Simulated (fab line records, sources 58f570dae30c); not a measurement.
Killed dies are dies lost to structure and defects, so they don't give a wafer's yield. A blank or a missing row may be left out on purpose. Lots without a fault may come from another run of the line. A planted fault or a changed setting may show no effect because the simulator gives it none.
fab line records | flow berkeley_cmos170
record lots=5 wafers=15 last_day=11
route steps=331 shown M3@317
lots that met no fault: from a run of the same line without faults
start_h: hours from the record's first day to the start of the lot's first wafer shown | wait_h: hours since the lot's step before | " the same as in the row above | L1.1+2: a row that stands for several wafers | - no value, or no start given | * or withheld: withheld | < > ~ a bound
route shown NAME@n: a module of which the file shows steps, and the number in the route of the first | usual: mean/standard deviation of fault-free wafers | same: alike in all rows | chamber/n: place in a boat | sites: the reading at each site | _std_site: their standard deviation | _edge_site: outer sites' mean less inner sites' | radius_mm: how far each site lies from the wafer's centre | mask NAME#n: copy n | behind: the tool/chamber that last shaped the wafer | hold: why the lot was held/for how many hours/how that ended | device: the transistor (n, p or np) that didn't switch | end of line: the same wafers' tests at the end of the route | a step without rows: its recipe alone | killed: dies lost to structure and defects at the first sort, not the wafer's yield | map: a wafer's dies, x killed, . not, _ none there
set.NAME: the setting as run; set.NAME@STEP: as run at that earlier step | model.NAME: the simulator's own value behind a step, which no gauge read
lots at some steps of the route; a table a step, a row a wafer
services: from which hour (start_h, from the record's first day; less than 0 if before it) a tool's chamber was out of use, for how many hours, and why
## steps
# step UCB170_M3_STRIP_08
# recipe chemistry=DMSO temp_c=80 time_s=600 material=KrF
# same time_s=600
# columns lot.wafer tool chamber start_h wait_h
L075.1+5+6 wet_bench-04 2 170.39 0.5
L076.4+5+6 wet_bench-01 2 187.01 0.0
L083.1+5+6 wet_bench-04 0 211.65 0.1
L090.2+5+6 wet_bench-03 2 234.38 0.1
L093.4+5+6 wet_bench-04 1 259.31 0.0
# step UCB170_M3_COAT_09
# recipe resist=BARC temp_c=withheld time_s=withheld spin_rpm=3000 resist_thk_nm=withheld
# columns lot.wafer tool chamber start_h wait_h
L075.1+5+6 litho_track-03 0 170.56 0.0
L076.4+5+6 litho_track-03 0 187.26 0.1
L083.1+5+6 litho_track-01 0 212.02 0.2
L090.2+5+6 litho_track-03 0 234.60 0.0
L093.4+5+6 litho_track-01 0 259.74 0.3
# step UCB170_M3_COAT_10
# recipe resist=KrF spin_rpm=1500 resist_thk_nm=900
# columns lot.wafer tool chamber start_h wait_h
L075.1+5+6 litho_track-03 0 - -
L076.4+5+6 litho_track-03 0 - -
L083.1+5+6 litho_track-01 0 - -
L090.2+5+6 litho_track-03 0 - -
L093.4+5+6 litho_track-01 0 - -
# step UCB170_M3_SOFTBAKE_11
# recipe resist=KrF temp_c=130 time_s=60
# usual heater_power_total_W=56.80/0.051
# same time_s=60
# columns lot.wafer tool chamber start_h wait_h heater_power_total_W
L075.1 litho_track-03 0 - - 56.81
L075.5 " 0 " " 56.84
L075.6 " 0 " " 56.80
L076.4 litho_track-03 0 - - 56.77
L076.5 " 0 " " 56.78
L076.6 " 0 " " 56.85
L083.1 litho_track-01 0 - - 56.86
L083.5 " 0 " " 56.86
L083.6 " 0 " " 56.81
L090.2 litho_track-03 0 - - 56.75
L090.5 " 0 " " 56.77
L090.6 " 0 " " 56.74
L093.4 litho_track-01 0 - - 56.84
L093.5 " 0 " " 56.71
L093.6 " 0 " " 56.90
# step UCB170_M3_EXPOSE_12
# recipe mask_id=METAL3 target_cd_nm=700 na=0.5 sigma_outer=0.6 source_shape=conventional dose_mj=26
# usual stage_vel_mm_s=500.01/0.23
# same sigma_outer=0.6
# columns lot.wafer tool chamber start_h wait_h mask stage_vel_mm_s
L075.1 krf_scanner-02 0 171.01 - METAL3#0 499.94
L075.5 " 0 " " METAL3#0 499.81
L075.6 " 0 " " METAL3#0 499.67
L076.4 krf_scanner-01 0 187.82 - METAL3#0 500.24
L076.5 " 0 " " METAL3#0 500.07
L076.6 " 0 " " METAL3#0 500.05
L083.1 krf_scanner-01 0 212.69 - METAL3#0 499.53
L083.5 " 0 " " METAL3#0 500.00
L083.6 " 0 " " METAL3#0 500.05
L090.2 krf_scanner-02 0 235.04 - METAL3#0 499.84
L090.5 " 0 " " METAL3#0 499.92
L090.6 " 0 " " METAL3#0 499.99
L093.4 krf_scanner-02 0 260.17 - METAL3#0 499.75
L093.5 " 0 " " METAL3#0 499.89
L093.6 " 0 " " METAL3#0 499.84
# step UCB170_M3_PEB_13
# recipe peb_temp_c=130 peb_time_s=withheld resist=KrF
# usual heater_power_total_W=56.80/0.045
# columns lot.wafer tool chamber start_h wait_h heater_power_total_W
L075.1 litho_track-02 0 171.28 0.2 56.79
L075.5 " 0 " " 56.83
L075.6 " 0 " " 56.79
L076.4 litho_track-02 0 187.95 0.1 56.88
L076.5 " 0 " " 56.81
L076.6 " 0 " " 56.83
L083.1 litho_track-01 0 212.92 0.2 56.83
L083.5 " 0 " " 56.78
L083.6 " 0 " " 56.86
L090.2 litho_track-03 0 235.50 0.4 56.80
L090.5 " 0 " " 56.79
L090.6 " 0 " " 56.77
L093.4 litho_track-01 0 260.64 0.4 56.80
L093.5 " 0 " " 56.83
L093.6 " 0 " " 56.83
# step UCB170_M3_DEVELOP_14
# recipe developer=TMAH develop_time_s=45 resist=KrF dev_temp_c=21
# columns lot.wafer tool chamber start_h wait_h
L075.1+5+6 litho_track-02 0 - -
L076.4+5+6 litho_track-02 0 - -
L083.1+5+6 litho_track-01 0 - -
L090.2+5+6 litho_track-03 0 - -
L093.4+5+6 litho_track-01 0 - -
# step UCB170_M3_CD_MEAS_15
# recipe target_cd_nm=700
# usual cd_nm=700.2/1.3
# columns lot.wafer tool chamber start_h wait_h cd_nm
L075.1 cd_sem-02 - 171.55 - 699.9
L075.5 " - " " 701.2
L075.6 " - " " 698.8
L076.4 cd_sem-01 - 188.21 - 701.5
L076.5 " - " " 702.4
L076.6 " - " " 701.3
L083.1 cd_sem-01 - 213.20 - 700.2
L083.5 " - " " 700.8
L083.6 " - " " 701.7
L090.2 cd_sem-02 - 235.77 - 700.0
L090.5 " - " " 700.9
L090.6 " - " " 701.7
L093.4 cd_sem-02 - 260.90 - 698.8
L093.5 " - " " 698.2
L093.6 " - " " 699.3
# step UCB170_M3_OVL_MEAS_16
# usual M3_OVL=4/5.3
# columns lot.wafer tool chamber start_h wait_h M3_OVL[nm]
L075.1 overlay-02 - 171.67 0.1 -5
L075.5 " - " " 1
L075.6 " - " " -7
L076.4 overlay-01 - 188.29 0.1 -1
L076.5 " - " " 3
L076.6 " - " " -5
L083.1 overlay-02 - 213.32 0.1 9
L083.5 " - " " 8
L083.6 " - " " 0
L090.2 overlay-01 - 235.87 0.1 -2
L090.5 " - " " -1
L090.6 " - " " 2
L093.4 overlay-02 - 260.97 0.1 -2
L093.5 " - " " 1
L093.6 " - " " 3
# step UCB170_M3_ETCH_17
# recipe chemistry=N2/H2 target_depth_a=withheld overetch_a=withheld target=BARC time_s=withheld source_w=500 bias_w=100 pressure_mtorr=30 n2_flow_sccm=100 h2_flow_sccm=200
# usual drypump_motor_current_A=5.5/0.54 oes_product_au=1.002/0.016 rf_fwd_power_W=495.3/2.1 throttle_valve_pct=13.28/0.15
# columns lot.wafer tool chamber start_h wait_h drypump_motor_current_A oes_product_au rf_fwd_power_W throttle_valve_pct
L075.1 rie_diel-03 3 171.71 0.0 5.0 1.000 494.5 13.12
L075.5 " 3 " " 5.0 0.999 493.3 13.14
L075.6 " 0 " " 6.0 0.987 493.7 13.33
L076.4 rie_diel-03 0 188.31 0.0 6.0 0.983 494.7 13.33
L076.5 " 2 " " 5.7 1.009 498.3 13.38
L076.6 " 3 " " 5.0 0.984 491.5 13.11
L083.1 rie_diel-04 3 213.36 0.0 5.4 1.002 497.8 13.28
L083.5 " 1 " " 5.1 1.024 497.4 13.46
L083.6 " 0 " " 6.4 0.993 497.5 13.29
L090.2 rie_diel-01 1 235.90 0.0 6.4 1.045 493.9 13.37
L090.5 " 0 " " 5.9 0.989 496.7 13.04
L090.6 " 1 " " 6.4 1.036 495.1 13.35
L093.4 rie_diel-01 3 260.99 0.0 5.6 1.007 493.9 13.09
L093.5 " 2 " " 6.2 1.001 496.6 13.14
L093.6 " 1 " " 6.4 1.043 493.8 13.36
# step UCB170_M3_METAL_ETCH_18
# recipe chemistry=Cl2/BCl3 target=Al stop_on=SiO2 pressure_mtorr=12 target_depth_a=11700 over_etch_frac=0.3 time_s=195 icp_w=600 bias_w=120 Cl2_flow_sccm=90 bcl3_flow_sccm=45
# usual drypump_motor_current_A=5.5/0.37 oes_product_au=0.855/0.011 rf_fwd_power_W=597.3/2 throttle_valve_pct=24.32/0.2
# same time_s=195
# columns lot.wafer tool chamber start_h wait_h drypump_motor_current_A oes_product_au rf_fwd_power_W rf_hours_counter_h throttle_valve_pct
L075.1 rie_metal-04 1 171.75 - 5.4 0.842 597.5 2 24.30
L075.5 " 1 " " 5.4 0.851 596.4 - 24.33
L075.6 " 0 " " 6.0 0.849 595.9 - 24.44
L076.4 rie_metal-04 0 188.41 - 6.1 0.859 599.4 - 24.43
L076.5 " 1 " " 5.3 0.862 600.1 - 24.30
L076.6 " 0 " " 6.1 0.866 596.7 - 24.44
L083.1 rie_metal-01 0 213.40 - 5.6 0.868 599.1 1 24.18
L083.5 " 1 " " 5.1 0.840 598.2 - 24.00
L083.6 " 0 " " 5.6 0.860 598.6 - 24.18
L090.2 rie_metal-02 0 235.95 - 5.7 0.866 595.6 13 24.62
L090.5 " 0 " " 5.7 0.862 596.2 - 24.62
L090.6 " 1 " " 5.1 0.846 599.0 - 24.47
L093.4 rie_metal-04 1 261.10 - 5.4 0.869 598.3 - 24.31
L093.5 " 0 " " 6.1 0.851 594.9 - 24.48
L093.6 " 1 " " 5.4 0.867 598.1 - 24.31
# step UCB170_M3_STRIP_19
# recipe chemistry=O2 power_w=400 pressure_mtorr=3500 platen_temp_c=withheld o2_flow_sccm=400 overash_fraction=0.5
# usual drypump_motor_current_A=5.87/0.25 oes_product_au=0.547/0.018
# columns lot.wafer tool chamber start_h wait_h drypump_motor_current_A oes_product_au rf_hours_counter_h
L075.1 plasma_asher-02 1 171.94 0.1 5.90 0.588 38
L075.5 " 1 " " 5.89 0.578 -
L075.6 " 0 " " 5.57 0.535 -
L076.4 plasma_asher-02 0 188.57 0.1 5.56 0.526 -
L076.5 " 1 " " 5.90 0.567 -
L076.6 " 0 " " 5.56 0.523 -
L083.1 plasma_asher-02 0 213.58 0.1 5.55 0.556 43
L083.5 " 1 " " 5.91 0.542 -
L083.6 " 0 " " 5.55 0.561 -
L090.2 plasma_asher-02 1 236.13 0.1 5.88 0.538 46
L090.5 " 0 " " 5.56 0.546 -
L090.6 " 1 " " 5.89 0.531 -
L093.4 plasma_asher-03 1 261.26 0.1 5.90 0.569 -
L093.5 " 0 " " 5.79 0.539 -
L093.6 " 1 " " 5.90 0.577 -
# step UCB170_M3_CD_MEAS_90
# recipe target_cd_nm=700
# usual cd_nm=700/4.7
# columns lot.wafer tool chamber start_h wait_h cd_nm
L075.1 cd_sem-02 - 172.04 0.1 706
L075.5 " - " " 705
L075.6 " - " " 696
L076.4 cd_sem-01 - 188.70 0.1 692
L076.5 " - " " 706
L076.6 " - " " 695
L083.1 cd_sem-01 - 213.68 0.1 705
L083.5 " - " " 704
L083.6 " - " " 707
L090.2 cd_sem-01 - 236.25 0.1 698
L090.5 " - " " 697
L090.6 " - " " 700
L093.4 cd_sem-01 - 261.38 0.1 699
L093.5 " - " " 699
L093.6 " - " " 699
# step UCB170_M3_BOW_MEAS_20
# recipe mode=bow
# usual M3_BOW=33/7
# columns lot.wafer tool chamber start_h wait_h M3_BOW[um]
L075.1 film_metro-01 - 172.16 0.1 27
L075.5 " - " " 31
L075.6 " - " " 25
L076.4 film_metro-01 - 188.82 0.1 31
L076.5 " - " " 30
L076.6 " - " " 25
L083.1 film_metro-04 - 213.80 0.1 20
L083.5 " - " " 45
L083.6 " - " " 44
L090.2 film_metro-01 - 236.37 0.1 38
L090.5 " - " " 33
L090.6 " - " " 26
L093.4 film_metro-01 - 261.50 0.1 19
L093.5 " - " " 35
L093.6 " - " " 37
## services
# columns tool chamber start_h hours kind
rie_metal-01 0 153.26 - clean
rie_diel-01 - 158.29 56.2 repair
krf_scanner-02 0 164.84 - calibration
rie_diel-04 - 166.65 14.6 pm
rie_diel-01 - 172.93 19.7 repair
krf_scanner-02 - 190.06 1.0 pm
rie_metal-01 0 191.24 10.9 repair
rie_diel-04 2 204.47 5.6 repair
rie_diel-04 2 211.78 6.0 repair
litho_track-02 - 212.70 - consumable_replace:filter
rie_diel-01 - 219.29 0.7 repair
rie_metal-01 0 225.71 5.2 repair
rie_diel-01 2 229.54 2.3 repair
krf_scanner-01 - 231.08 0.3 repair
rie_metal-02 - 233.32 0.6 repair
rie_metal-04 0 239.09 - clean
rie_metal-04 0 239.09 17.0 scheduled_down
rie_metal-04 0 239.09 17.0 vent_cycle
krf_scanner-02 - 239.15 0.8 pm
plasma_asher-02 - 239.56 0.5 repair
krf_scanner-01 - 241.98 1.0 pm
krf_scanner-01 - 252.67 0.3 repair
krf_scanner-01 - 256.18 1.3 pm
plasma_asher-02 - 261.21 2.8 pm
## key
fault none
